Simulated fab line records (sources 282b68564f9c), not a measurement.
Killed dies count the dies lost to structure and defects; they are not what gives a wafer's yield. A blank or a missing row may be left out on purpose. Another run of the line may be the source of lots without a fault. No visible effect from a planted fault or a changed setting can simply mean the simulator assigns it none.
One fault through the eyes of 2 desks + flow rit cmos + each desk holds nothing but its own numbers, with what lay behind them at the end

== AT THE TOOL OWNER'S DESK: litho track-03 ==
The tool's own readings at RIT_NRETRO_COAT_01 (resist thk 1300 nm): means of the sampled wafers that have a number, for each lot that ran on this tool. Marked OUT: a lot whose mean sits more than 4 standard deviations from the usual mean, which makes it out of limits; the brackets give that distance.
Columns: A = resist line temp C at RIT_NRETRO_COAT_01, usual 23.00 C; B = spin speed rpm at RIT_NRETRO_COAT_01, usual 1999.9 rpm
| lot  | first seen here | A     | B                |
|------|-----------------|-------|------------------|
| L890 | day 3 23:22     | 22.95 | 2000.8           |
| L891 | day 4 09:42     | 23.10 | 2000.4           |
| L899 | day 5 19:13     | 23.04 | 1905.0 (-59) OUT |
| L900 | day 6 01:38     | 23.10 | 1905.1 (-59) OUT |
This desk's finding: out of limits on L899, L900; first on L899, day 5 19:13 (spin speed rpm at RIT_NRETRO_COAT_01). Within limits: L890, L891.

== METROLOGY DESK ==
Means of the sampled wafers that have a number, per lot and without regard to the tool the lot ran on: this is what the gauges read. Marked OUT: a lot whose mean sits more than 4 standard deviations from the usual mean, which makes it out of limits; the brackets give that distance.
Columns: A = PWELL_OVL at RIT_PWELL_OVL_MEAS_06, usual -0.4 nm; B = PWELL_TW at RIT_PWELL_TW_MEAS_10, usual 949; C = NWELL_RS at RIT_WELLDRIVE_RS_MEAS_01, usual 275.6 ohm/sq; D = PWELL_RS at RIT_WELLDRIVE_RS_MEAS_02, usual 429.3 ohm/sq; E = NRETRO_OVL at RIT_NRETRO_OVL_MEAS_06, usual 0.3 nm
| lot  | first seen here | A    | B   | C     | D     | E    |
|------|-----------------|------|-----|-------|-------|------|
| L890 | day 3 16:26     | 1.0  | 956 | 276.7 | 429.8 | -2.2 |
| L891 | day 4 02:25     | -0.1 | 959 | 274.9 | 430.7 | 2.1  |
| L899 | day 5 12:01     | -0.4 | 936 | 275.7 | 431.7 | -1.3 |
| L900 | day 5 17:37     | -2.2 | 952 | 275.5 | 431.2 | -1.0 |
| L902 | day 6 03:47     | 0.8  | 945 | 276.8 | 429.3 | 2.4  |
| L904 | day 6 14:56     | -0.5 | 948 | 275.9 | 430.1 | 0.5  |
This desk's finding: nothing out of limits on any of the 6 lots.

== BROUGHT TOGETHER ==
The tool owner's desk could have raised an alarm at day 5 19:13, on L899, L900.
From the metrology desk's view, nothing was out of limits.
The metrology desk holds a record of L899, L900, inside its limits.
RIT_NRETRO_COAT_01 was run on litho track-03 by each of the lots named.

== WHAT WAS PUT IN BY THE SIMULATOR ==
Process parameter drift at RIT_NRETRO_COAT_01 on litho track-03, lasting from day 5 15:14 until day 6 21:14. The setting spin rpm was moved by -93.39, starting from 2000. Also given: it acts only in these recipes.
Shown lots that were struck: L899, L900.
Each desk's first reading out of limits, in hours after the fault started: the tool owner's desk, 4.
